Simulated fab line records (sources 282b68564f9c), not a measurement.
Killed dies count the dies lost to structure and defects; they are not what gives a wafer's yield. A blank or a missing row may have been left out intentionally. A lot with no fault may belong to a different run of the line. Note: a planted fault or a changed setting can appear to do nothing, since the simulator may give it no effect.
Which of the tools did it? :: flow rit cmos :: 7 lots, 21 wafers sampled, at 2 steps of a route of 202

== WHAT THE GAUGES SHOWED, per wafer ==
RIT_NWELL_OVL_MEAS_06.
lot: L516
measured: day 2 01:17
on: overlay-01
NWELL_OVL (nm): 1.8 1.3 0.4

lot: L518
measured: day 2 16:38
on: overlay-01
NWELL_OVL (nm): -1.1 1.2 1.9

lot: L520
measured: day 2 23:14
on: overlay-02
NWELL_OVL (nm): -0.8 2.0 -0.4

lot: L523
measured: day 3 12:51
on: overlay-02
NWELL_OVL (nm): 6.4 5.4 6.9

lot: L528
measured: day 4 13:48
on: overlay-01
NWELL_OVL (nm): 6.0 5.9 8.6

lot: L532
measured: day 5 09:32
on: overlay-01
NWELL_OVL (nm): -2.1 1.6 -0.7

lot: L537
measured: day 6 10:23
on: overlay-02
NWELL_OVL (nm): -0.8 -3.5 1.1

== WHAT TOOL EACH LOT RAN ON (gives the tool, then ch and the chambers of the sampled wafers, and finally the start) ==
lot: L516
RIT_NWELL_EXPOSE_03: iline stepper-02 ch 0, day 2 00:51

lot: L518
RIT_NWELL_EXPOSE_03: iline stepper-01 ch 0, day 2 16:13

lot: L520
RIT_NWELL_EXPOSE_03: iline stepper-02 ch 0, day 2 22:49

lot: L523
RIT_NWELL_EXPOSE_03: iline stepper-02 ch 0, day 3 12:25

lot: L528
RIT_NWELL_EXPOSE_03: iline stepper-02 ch 0, day 4 13:25

lot: L532
RIT_NWELL_EXPOSE_03: iline stepper-01 ch 0, day 5 09:08

lot: L537
RIT_NWELL_EXPOSE_03: iline stepper-01 ch 0, day 6 09:57
- RIT_NWELL_EXPOSE_03: exposes mask M2, target cd 43900 nm.

== THE ANSWER, worked out from the rows above alone ==
Rule: the lots themselves supply what counts as usual. The widest of any qualifying gaps counts: lots, ordered by their means at a reading, are off when they make up no more than a third of the lots, leave a main group of 4 or more, and stand apart from it by 3 or more times the standard deviation of that group's means. Not used: any main group whose means are identical at the precision the tables above print for the reading. A lot without any number at a reading at which 4 lots or more have one is off too. Where the step has rows for the other lots, those lots are counted as sound.
Off: L523, L528, seen at RIT_NWELL_OVL_MEAS_06 (NWELL_OVL). Main group: mean 0.1 nm, sd 0.79.
A tool fits if, at a process step before that reading, it ran every lot that is off, and no sound lot after the first of them. Gauges at RIT_NWELL_OVL_MEAS_06: tried the same way as those tools. One candidate fits, namely iline stepper-02 at RIT_NWELL_EXPOSE_03. Its last sound lot is L520 (day 2 22:49), its first lot that is off L523 (day 3 12:25): a fault that began between those two fits.

== WHAT THE SIMULATOR HAD PUT IN ==
Scanner matching overlay: iline stepper-02, from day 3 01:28 on, at RIT_NWELL_EXPOSE_03. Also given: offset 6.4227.
Shown lots that were struck: L523, L528. The rule above reached the same finding.
